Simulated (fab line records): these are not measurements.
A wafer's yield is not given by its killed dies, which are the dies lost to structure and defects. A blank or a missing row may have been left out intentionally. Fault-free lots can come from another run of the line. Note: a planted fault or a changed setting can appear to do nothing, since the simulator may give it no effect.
Chamber matching :: flow berkeley_cmos170 :: 4 sister chambers for UCB170_V1_ETCH_14 on rie_diel-04
The step etches SiO2 in CHF3/CF4/Ar, stops on Al, target depth 1250 nm, time 291 s. 8 wafers are shown with their chamber, then 8 later ones without.

WAFERS PAIRED WITH THEIR CHAMBERS
wafer: L279.1
chamber: 2
throttle_valve_pct (%): 6.78
oes_product_au (a.u.): 0.901

wafer: L279.6
chamber: 2
throttle_valve_pct (%): 6.78
oes_product_au (a.u.): 0.901

wafer: L281.1
chamber: 3
throttle_valve_pct (%): 6.89
oes_product_au (a.u.): 0.858

wafer: L295.3
chamber: 1
throttle_valve_pct (%): 6.84
oes_product_au (a.u.): 0.879

wafer: L295.5
chamber: 1
throttle_valve_pct (%): 6.84
oes_product_au (a.u.): 0.872

wafer: L297.1
chamber: 3
throttle_valve_pct (%): 6.89
oes_product_au (a.u.): 0.865

wafer: L297.5
chamber: 0
throttle_valve_pct (%): 7.00
oes_product_au (a.u.): 0.894

wafer: L298.1
chamber: 0
throttle_valve_pct (%): 7.02
oes_product_au (a.u.): 0.889

WAFERS WHOSE CHAMBER IS MISSING
wafer: L298.3
throttle_valve_pct (%): 6.89
oes_product_au (a.u.): 0.862

wafer: L298.5
throttle_valve_pct (%): 6.78
oes_product_au (a.u.): 0.873

wafer: L299.1
throttle_valve_pct (%): 6.85
oes_product_au (a.u.): 0.894

wafer: L299.3
throttle_valve_pct (%): 7.00
oes_product_au (a.u.): 0.895

wafer: L299.6
throttle_valve_pct (%): 6.85
oes_product_au (a.u.): 0.884

wafer: L302.1
throttle_valve_pct (%): 6.88
oes_product_au (a.u.): 0.872

wafer: L302.4
throttle_valve_pct (%): 6.85
oes_product_au (a.u.): 0.878

wafer: L302.5
throttle_valve_pct (%): 7.00
oes_product_au (a.u.): 0.890

WHICH CHAMBER EACH WENT THROUGH
wafer: L298.3
from the rows above: 3
in truth: 3

wafer: L298.5
from the rows above: can't be placed: 2 or 1
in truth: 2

wafer: L299.1
from the rows above: 1
in truth: 1

wafer: L299.3
from the rows above: 0
in truth: 0

wafer: L299.6
from the rows above: 1
in truth: 1

wafer: L302.1
from the rows above: 3
in truth: 3

wafer: L302.4
from the rows above: 1
in truth: 1

wafer: L302.5
from the rows above: 0
in truth: 0
Placed correctly: 7 of 8. These rows do not allow placing 1 (true chamber among the candidates in 1). Placed wrongly: 0.
How it was worked out, from the rows above alone: a wafer's distance from a chamber is the root of the sum, over the readings, of the square of ((its reading less the chamber's mean) divided by the reading's scatter). The wafer belongs to the nearest chamber; if the next one is less than 2 further off, it can't be placed. A chamber's mean is the mean of its shown wafers. How the scatter is found: for the shown wafers, subtract from each reading the mean of its chamber, square and add these, divide the total by (wafers less chambers), then take the root.
